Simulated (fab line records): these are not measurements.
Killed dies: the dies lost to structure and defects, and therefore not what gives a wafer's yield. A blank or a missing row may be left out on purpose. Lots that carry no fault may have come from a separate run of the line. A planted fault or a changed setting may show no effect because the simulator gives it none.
What tool caused it? || flow rit-cmos || 6 lots with 18 wafers sampled at 2 steps, on a route of 202 steps

WHAT THE GAUGES READ, wafer by wafer
RIT_M1_CD_MEAS_09: the cd target is 2600 nm.
{"lot": "L689", "measured": "day 3 16:19", "on": "cd-sem-02", "cd-nm (nm)": "2599.9 2600.8 2600.7"}
{"lot": "L691", "measured": "day 4 03:17", "on": "cd-sem-01", "cd-nm (nm)": "2599.9 2599.0 2600.0"}
{"lot": "L694", "measured": "day 4 16:29", "on": "cd-sem-01", "cd-nm (nm)": "2598.3 2597.6 2594.7"}
{"lot": "L704", "measured": "day 6 19:14", "on": "cd-sem-02", "cd-nm (nm)": "2597.2 2596.5 2600.8"}
{"lot": "L706", "measured": "day 7 05:38", "on": "cd-sem-01", "cd-nm (nm)": "2602.9 2599.9 2602.2"}
{"lot": "L708", "measured": "day 7 14:47", "on": "cd-sem-01", "cd-nm (nm)": "2603.1 2602.2 2602.0"}

TOOL THAT RAN EACH LOT (tool first, then ch and the chambers of the sampled wafers, then the start)
{"lot": "L689", "RIT_M1_EXPOSE_06": "iline-stepper-01 ch 0, day 3 15:53"}
{"lot": "L691", "RIT_M1_EXPOSE_06": "iline-stepper-02 ch 0, day 4 02:52"}
{"lot": "L694", "RIT_M1_EXPOSE_06": "iline-stepper-01 ch 0, day 4 16:03"}
{"lot": "L704", "RIT_M1_EXPOSE_06": "iline-stepper-02 ch 0, day 6 18:49"}
{"lot": "L706", "RIT_M1_EXPOSE_06": "iline-stepper-02 ch 0, day 7 05:13"}
{"lot": "L708", "RIT_M1_EXPOSE_06": "iline-stepper-02 ch 0, day 7 14:22"}
- RIT_M1_EXPOSE_06: exposes mask M12, target cd 2600 nm.

THE ANSWER, worked out from the rows above alone
Rule: the lots themselves supply what counts as usual. Put in order of their means at a reading, lots are off if they are a third of the lots or fewer, leave a main group of 4 or more, and stand apart from it by a gap of 3 or more times the standard deviation of the main group's means; of several such gaps the widest counts. The tables above print the reading to a certain number of digits; a main group whose means all agree to those digits is not used. Also off: a lot with no number at a reading for which 4 or more lots have one. The other lots that the step has rows for count as sound.
None of the lots is off at any reading shown; this tells nothing.

WHAT THE SIMULATOR HAD INSERTED
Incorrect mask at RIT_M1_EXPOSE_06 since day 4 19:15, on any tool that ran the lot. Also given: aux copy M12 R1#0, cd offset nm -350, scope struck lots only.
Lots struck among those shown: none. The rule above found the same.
